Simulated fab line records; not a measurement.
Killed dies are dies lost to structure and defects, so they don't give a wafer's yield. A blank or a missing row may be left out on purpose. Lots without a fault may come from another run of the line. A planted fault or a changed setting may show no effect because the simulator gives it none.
A lot that was struck, set against a sound lot -- flow berkeley cmos170 -- 14 steps out of a route of 331
Sound: these wafers, L656.2, L656.3, L656.6. Wafers L649.2, L649.3, L649.5 were the ones struck. The cause is given at the end.
At each step with rows: each side's tool, then ch and its chambers, then its first start. Under that, the readings that differ: sound wafers -- struck wafers -- difference of the means -- sigmas: that difference in standard deviations of wafers without a fault.
alike: words and numbers the same on both sides, and readings whose means are apart by under 2 such deviations; not compared: readings that were withheld, readings missing a value for some wafer, numbers with overlapping values and no deviation given by the record, and bounds like >300 which may hide the same value.
A row with sigmas, a row that says differs or no value, or rows on one side alone: a step with any of these is where the two part. Non-overlapping numbers with no deviation appear without sigmas and do not part them. Lack of a reading on every wafer of one side parts them only where that side has two or more wafers.

first, 1 step without rows for these wafers: UCB170_CONTACT_CVD_01 (deposits PSG from SiH4/O2/PH3, target thk 700 nm, time 2820 s).
UCB170_CONTACT_THK_MEAS_02:
  sound on film metro-04, day 10 08:31; struck on film metro-03, day 9 03:01
  alike: CONTACT_PSG_THK
then, 3 steps without rows for these wafers: UCB170_CONTACT_HMDS_03 (prime time 60 s); UCB170_CONTACT_COAT_04 (resist thk 900 nm); UCB170_CONTACT_SOFTBAKE_05 (time 60 s).
UCB170_CONTACT_STRIP_06: strips in O2.
  sound on plasma asher-03 ch 0,1, day 10 09:01; struck on plasma asher-02 ch 0,1, day 9 03:31
reading,sound,struck,difference,sigmas
strip time to endpoint s (s),22.08 22.06 22.08,21.94 21.90 21.94,-0.15,-2
  alike: drypump motor current A, oes product au
  not compared: rf hours counter h
then, 1 step without rows for these wafers: UCB170_CONTACT_CLEAN_07 (cleans in SPM, time 600 s).
UCB170_CONTACT_RTA_08: time 10 s.
  sound on rtp anneal-02 ch 0, day 10 09:20; struck on rtp anneal-02 ch 0, day 9 03:47
  alike: lamp power pct, wafer_temp_C_max
then, 4 steps without rows for these wafers: UCB170_CONTACT_COAT_09; UCB170_CONTACT_COAT_10 (resist thk 900 nm); UCB170_CONTACT_SOFTBAKE_11 (time 60 s); UCB170_CONTACT_EXPOSE_12 (exposes mask CONT, target cd 700 nm).
UCB170_CONTACT_PEB_13:
  struck on litho track-04, day 9 05:14; sound on litho track-03 ch 0, day 10 10:13
  no value came back on the struck wafers for chill plate temp C (C), exhaust pa (Pa), heater power total W (W); on the sound wafers chill plate temp C (C) reads 23.08 23.10 23.02
then, 1 step without rows for these wafers: UCB170_CONTACT_DEVELOP_14 (develop time 45 s).

WHERE THEY PART
Last at UCB170_CONTACT_PEB_13 as far as this record goes, first at UCB170_CONTACT_STRIP_06.

WHY: the cause the simulator had injected
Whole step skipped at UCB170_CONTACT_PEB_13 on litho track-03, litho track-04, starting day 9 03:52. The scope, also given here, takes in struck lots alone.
